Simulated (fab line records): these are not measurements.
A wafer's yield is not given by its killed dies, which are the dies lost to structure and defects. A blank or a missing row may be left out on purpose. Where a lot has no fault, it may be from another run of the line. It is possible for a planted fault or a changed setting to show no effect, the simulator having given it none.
Chamber matching    flow berkeley cmos170    4 sister chambers for UCB170_ACTIVE_ETCH_15 on rie diel-03
The step etches Si3N4 in CH3F/Ar/O2, stops on SiO2, target depth 242 nm, time 151 s. 18 wafers are shown with their chamber, then 9 later ones without.

WAFERS WITH THEIR CHAMBER
wafer   chamber  drypump motor current A (A)  throttle valve pct (%)  oes product au (a.u.)
L685.4  1        5.4                          8.27                    0.927
L685.5  0        5.8                          8.06                    0.938
L685.6  3        4.8                          8.02                    0.953
L689.3  1        5.4                          8.28                    0.933
L689.5  0        5.8                          8.04                    0.940
L689.6  3        4.8                          8.04                    0.947
L690.2  3        4.8                          8.05                    0.943
L690.4  2        6.3                          8.05                    0.934
L690.5  3        4.8                          8.02                    0.948
L692.2  3        4.8                          8.03                    0.953
L692.3  2        6.3                          8.04                    0.943
L692.4  0        5.7                          8.04                    0.935
L693.1  2        6.3                          8.05                    0.933
L693.2  3        4.9                          8.05                    0.950
L693.3  1        5.4                          8.29                    0.926
L697.1  1        5.3                          8.28                    0.930
L697.5  3        4.8                          8.05                    0.947
L697.6  2        6.3                          8.05                    0.931

SIGNATURES (averages over the wafers above)
reading                  chamber 0  chamber 1  chamber 2  chamber 3  scatter within a chamber
drypump motor current A  5.767      5.375      6.300      4.814      0.0403
throttle valve pct       8.0467     8.2800     8.0475     8.0371     0.011
oes product au           0.93767    0.92900    0.93525    0.94871    0.00383
Rule: distance of a wafer from a chamber = root of the sum over the readings of ((wafer's reading minus chamber's mean) / reading's scatter) squared. The wafer belongs to the nearest chamber; if the next one is less than 2 further off, it can't be placed. How the scatter is found: for the shown wafers, subtract from each reading the mean of its chamber, square and add these, divide the total by (wafers less chambers), then take the root.

WAFERS WHOSE CHAMBER IS MISSING
wafer   drypump motor current A (A)  throttle valve pct (%)  oes product au (a.u.)
L698.2  6.3                          8.04                    0.906
L698.4  5.8                          8.05                    0.926
L698.5  4.8                          8.04                    0.943
L701.1  6.3                          8.05                    0.901
L701.2  5.8                          8.05                    0.944
L701.4  4.9                          8.03                    0.947
L699.3  6.3                          8.03                    0.918
L699.4  5.4                          8.28                    0.940
L699.5  5.8                          8.06                    0.950

CHAMBER TAKEN BY EACH
wafer   from the rows above  in truth
L698.2  2                    2
L698.4  0                    0
L698.5  3                    3
L701.1  2                    2
L701.2  0                    0
L701.4  3                    3
L699.3  2                    2
L699.4  1                    1
L699.5  0                    0
Placed correctly: 9 of 9. From these rows, 0 cannot be placed. 0 placed wrongly.
